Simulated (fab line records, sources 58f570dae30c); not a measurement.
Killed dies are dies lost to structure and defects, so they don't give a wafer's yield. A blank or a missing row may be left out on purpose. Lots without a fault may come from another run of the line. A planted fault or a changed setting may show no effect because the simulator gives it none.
One fault seen from 2 desks | flow berkeley_cmos170 | each desk has only its own numbers; what lay behind them comes last

THE TOOL OWNER'S DESK: plasma_asher-03
The tool's own readings at UCB170_V2_STRIP_15 (strips in O2): means of the sampled wafers that have a number, for each lot that ran on this tool. A lot is out of limits, marked OUT, if its mean lies more than 4 standard deviations from the usual mean; the brackets give that distance.
Columns: A = drypump_motor_current_A at UCB170_V2_STRIP_15, usual 5.8 A; B = oes_product_au at UCB170_V2_STRIP_15, usual 0.722 a.u.; C = strip_time_to_endpoint_s at UCB170_V2_STRIP_15, usual 15.31 s
lot  | first seen here | A   | B     | C
L246 | day 7 23:01     | 5.8 | 0.721 | 15.21
L251 | day 9 02:08     | 5.8 | 0.727 | 15.41
L255 | day 10 04:09    | 5.8 | 0.722 | 15.29
This desk's finding: nothing out of limits on any of the 3 lots.

THE METROLOGY DESK
What the gauges read, lot by lot, whatever tool the lot ran on: means of the sampled wafers that have a number. A lot is out of limits, marked OUT, if its mean lies more than 4 standard deviations from the usual mean; the brackets give that distance.
Columns: A = M2_OVL at UCB170_M2_OVL_MEAS_16, usual -5 nm; B = V2_TEOS_THK at UCB170_V2_THK_MEAS_01, usual 2000 nm
lot  | first seen here | A   | B
L247 | day 7 19:07     | -3  | 2022
L246 | day 7 19:53     | -6  | 2026
L249 | day 8 00:06     | -3  | 1991
L248 | day 8 00:28     | -11 | 1992
L251 | day 8 22:31     | -9  | 1987
L255 | day 10 01:30    | -4  | 1968
L259 | day 10 12:23    | 2   | 1991
L261 | day 11 02:43    | -3  | 1989
L263 | day 11 05:34    | -3  | 2036
L265 | day 12 01:49    | -1  | 2001
L266 | day 12 02:14    | -8  | 1987
L268 | day 12 05:26    | -6  | 2013
L267 | day 12 14:18    | -4  | 2026
L269 | day 13 05:17    | -12 | 1987
This desk's finding: nothing out of limits on any of the 14 lots.

PUT TOGETHER
The tool owner's desk saw nothing out of limits.
The metrology desk saw nothing out of limits.

WHAT THE SIMULATOR HAD PUT IN
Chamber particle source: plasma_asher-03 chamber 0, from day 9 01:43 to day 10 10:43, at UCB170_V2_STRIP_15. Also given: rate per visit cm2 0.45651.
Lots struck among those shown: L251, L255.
